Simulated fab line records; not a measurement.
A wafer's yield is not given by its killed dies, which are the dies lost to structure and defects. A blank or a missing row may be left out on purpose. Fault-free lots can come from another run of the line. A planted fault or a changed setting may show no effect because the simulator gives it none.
Problem report, 8D (eight disciplines) form, completed by code | flow rit_cmos | the parts of the form that need people (team, actions taken, sign-off) are left out

== 1. THE PROBLEM ==
tilt_deg at RIT_NRETRO_IMPLANT_08 reads a mean of 5.016 degrees on 9 wafers of 3 lots; wafers without a fault read 7.004 degrees with a standard deviation of 0.019. That is -99 or more standard deviations from the usual mean.
Earliest sighting: wafer L438.1 on implanter-03 at day 4 05:01. Wafers with a number at this step in the record: 45, from 15 lots. By rule, "out" or "out of limits" means more than 4 standard deviations away from the usual mean. All remaining wafers that have a number are taken as sound.

== 2. WHAT IT IS, WHAT IT ISN'T ==
question                    | is                     | is not
which readings at this step | tilt_deg               | -
which lots                  | L438, L442, L443       | L429, L432, L433, L434, L436, L437, L444, L445, L446, L447, L448, L449
which wafers of those lots  | all that have a number | -
read on which tools         | implanter-03           | implanter-01, implanter-02
when                        | from day 4 05:01       | up to then (18 sound wafers); but 18 sound wafers of L444, L445, L446, L447, L448, L449 came after

== 3. THE SUSPECTS, EACH WITH WHAT RULES IT OUT ==
Counting: a tool stays on the suspect list if, at a process step up to the reading, it processed all lots that are out and no sound lot following the first of them.
- implanter-03 at RIT_NRETRO_IMPLANT_08: kept. It ran every lot that is out, first L438 (day 4 05:01), and no sound lot after that; its last sound lot up to then is L437 (day 3 23:55). On those wafers its own readings are out: tilt_deg.
The count leaves implanter-03 at RIT_NRETRO_IMPLANT_08.

== 4. THE CAUSE (what the simulator had put in) ==
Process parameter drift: implanter-03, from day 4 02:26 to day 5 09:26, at RIT_NRETRO_IMPLANT_08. A move of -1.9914 in setting tilt_deg, from 7. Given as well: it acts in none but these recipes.
Only this tool survived the counting.

== 5. THE EFFECT CHAIN, in route order ==
Each row: a reading where the mean over the struck wafers with a number is more than 3 standard deviations away from the usual. Only readings whose record carries a usual standard deviation are examined. hours: median over the lots of the time between each lot's start at the first step of this table that gives one and its start at this step. sigmas: the change, counted in usual standard deviations.
hours | step                  | reading  | usual         | on struck wafers | change | sigmas
0     | RIT_NRETRO_IMPLANT_08 | tilt_deg | 7.004 degrees | 5.016            | -1.988 | -99 or more
Process steps it contains:
- RIT_NRETRO_IMPLANT_08

== 6. HOW IT WOULD HAVE BEEN CAUGHT EARLIER ==
The fault began at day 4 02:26; the first out-of-limits reading in this record came at day 4 05:01, 3 hours later.
